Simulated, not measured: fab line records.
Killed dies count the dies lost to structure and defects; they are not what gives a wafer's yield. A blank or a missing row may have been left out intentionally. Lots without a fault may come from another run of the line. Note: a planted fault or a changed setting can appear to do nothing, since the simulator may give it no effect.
Struck lot and sound lot, side by side -- flow rit-cmos -- 44 steps out of a route of 202
Sound: the wafers L212.2, L212.3, L212.6. Wafers struck: L219.2, L219.3, L219.6. Last of all comes the cause.
For every step that has rows: the tool of each side, followed by ch and its chambers, followed by its first start. Under that, the readings that differ: sound wafers -- struck wafers -- difference of the means -- sigmas: that difference in standard deviations of wafers without a fault.
alike: a reading whose means differ by less than 2 such deviations, as well as words and numbers matching on both sides. not compared: withheld readings; readings where some wafer has no value; bounds like >300 that might hide an equal value; numbers whose values overlap and for which the record gives no deviation.
The two part at a step that has a row with sigmas, a row that says differs or no value, or rows on one side only. Numbers that don't overlap but have no deviation are shown without sigmas and don't part them. A reading that every wafer of one side lacks parts them only if that side has two wafers or more.

first, 3 steps without rows for these wafers: RIT_REOX_CLEAN_01 (cleans in dHF, time 30 s); RIT_REOX_CLEAN_02 (cleans in SC2, time 600 s); RIT_REOX_OXIDATION_03 (target thk 25.2 nm, ox time 5580 s).
RIT_REOX_THK_MEAS_04:
  struck on film-metro-04, day 5 09:23; sound on film-metro-04, day 3 22:29
  alike: REOX_OXIDE_THK
then, 6 steps without rows for these wafers: RIT_NLDD_HMDS_00 (prime time 60 s); RIT_NLDD_COAT_01 (resist thk 1000 nm); RIT_NLDD_SOFTBAKE_02 (time 60 s); RIT_NLDD_EXPOSE_03 (exposes mask M7, target cd 40700 nm); RIT_NLDD_PEB_04; RIT_NLDD_DEVELOP_05 (develop time 50 s).
RIT_NLDD_OVL_MEAS_06:
  struck on overlay-02, day 5 10:25; sound on overlay-01, day 3 23:31
  alike: NLDD_OVL
then, 1 step without rows for these wafers: RIT_NLDD_HARDBAKE_07 (time 60 s).
RIT_NLDD_IMPLANT_08:
  sound on implanter-04 ch 0, day 3 23:49; struck on implanter-01 ch 0, day 5 10:37
reading,sound,struck,difference,sigmas
implant-ion-amu,31 31 31,75 75 75,+44,
model.implant.rp-nm (nm),27.17 27.17 27.17,15.58 15.58 15.58,-11.59,
model.implant.drp-nm (nm),12.97 12.97 12.97,7.212 7.212 7.212,-5.758,
  alike: beam-energy-keV
RIT_NLDD_STRIP_09: strips in O2, time 180 s.
  sound on plasma-asher-03 ch 0,1, day 3 23:56; struck on plasma-asher-01 ch 0,1, day 5 10:44
reading,sound,struck,difference,sigmas
o2-flow-sccm (sccm),3992 3985 3976,4021 3989 4009,+22,+2
  alike: drypump-motor-current-A
  not compared: rf-hours-counter-h
RIT_NLDD_TW_MEAS_10:
  struck on film-metro-03, day 5 10:56; sound on film-metro-03, day 4 00:07
reading,sound,struck,difference,sigmas
NLDD_TW,2523 2511 2520,2807 2815 2800,+289,+14
then, 6 steps without rows for these wafers: RIT_PLDD_HMDS_00 (prime time 60 s); RIT_PLDD_COAT_01 (resist thk 1000 nm); RIT_PLDD_SOFTBAKE_02 (time 60 s); RIT_PLDD_EXPOSE_03 (exposes mask M8, target cd 40900 nm); RIT_PLDD_PEB_04; RIT_PLDD_DEVELOP_05 (develop time 50 s).
RIT_PLDD_OVL_MEAS_06:
  struck on overlay-02, day 5 12:03; sound on overlay-01, day 4 01:14
  alike: PLDD_OVL
then, 2 steps without rows for these wafers: RIT_PLDD_HARDBAKE_07 (time 60 s); RIT_PLDD_IMPLANT_08.
RIT_PLDD_STRIP_09: strips in O2, time 180 s.
  sound on plasma-asher-01 ch 0,1, day 4 01:34; struck on plasma-asher-01 ch 0,1, day 5 12:23
  alike: drypump-motor-current-A, o2-flow-sccm
  not compared: rf-hours-counter-h
RIT_PLDD_TW_MEAS_10:
  struck on film-metro-04, day 5 12:34; sound on film-metro-03, day 4 01:45
reading,sound,struck,difference,sigmas
PLDD_TW,2372 2360 2369,2317 2303 2324,-52,-2
then, 4 steps without rows for these wafers: RIT_SPACER_CLEAN_00 (cleans in SC1, time 600 s); RIT_SPACER_CLEAN_01 (cleans in dHF, time 30 s); RIT_SPACER_CLEAN_02 (cleans in SC2, time 600 s); RIT_SPACER_CVD_03 (deposits Si3N4 from SiH2Cl2/NH3, target thk 250 nm, time 3300 s).
RIT_SPACER_THK_MEAS_04:
  struck on film-metro-01, day 5 14:57; sound on film-metro-03, day 4 04:05
  alike: SPACER_NITRIDE_THK
RIT_SPACER_ETCHBACK_05: etches Si3N4 in SF6/CHF3, stops on SiO2, target depth 250 nm, time 240 s.
  sound on rie-diel-04 ch 0,1,3, day 4 04:08; struck on rie-diel-03 ch 0,2,3, day 5 15:00
  alike: drypump-motor-current-A, oes-product-au, throttle-valve-pct
  not compared: rf-hours-counter-h
then, 6 steps without rows for these wafers: RIT_NSD_HMDS_00 (prime time 60 s); RIT_NSD_COAT_01 (resist thk 1000 nm); RIT_NSD_SOFTBAKE_02 (time 60 s); RIT_NSD_EXPOSE_03 (exposes mask M9, target cd 40700 nm); RIT_NSD_PEB_04; RIT_NSD_DEVELOP_05 (develop time 51.3 s).
RIT_NSD_OVL_MEAS_06:
  struck on overlay-01, day 5 16:08; sound on overlay-02, day 4 05:17
  alike: NSD_OVL
then, 2 steps without rows for these wafers: RIT_NSD_HARDBAKE_07 (time 60 s); RIT_NSD_IMPLANT_08.
RIT_NSD_STRIP_09: strips in O2, time 180 s.
  sound on plasma-asher-04 ch 0,1, day 4 05:37; struck on plasma-asher-03 ch 0,1, day 5 16:28
  alike: drypump-motor-current-A, o2-flow-sccm
  not compared: rf-hours-counter-h
RIT_SDANNEAL_RS_MEAS_07: measures by four-point-probe.
  struck on film-metro-04, day 5 19:01; sound on film-metro-02, day 4 08:14
reading,sound,struck,difference,sigmas
NLDD_RS (ohm/sq),151.0 151.1 151.1,209.0 208.1 207.9,+57.3,+99 or more
RIT_M1_PROBE_99:
  struck on prober-01, day 6 02:05; sound on prober-02, day 4 15:47
  alike: killed-at-contacts, killed-at-front-end, killed-dies, killed-open, killed-short

## WHERE THEY PART
At RIT_NLDD_STRIP_09 first; at RIT_SDANNEAL_RS_MEAS_07 last (within this record only). Later steps at which nothing parts them and some readings are alike: RIT_M1_PROBE_99.

WHY: whatever the simulator had introduced
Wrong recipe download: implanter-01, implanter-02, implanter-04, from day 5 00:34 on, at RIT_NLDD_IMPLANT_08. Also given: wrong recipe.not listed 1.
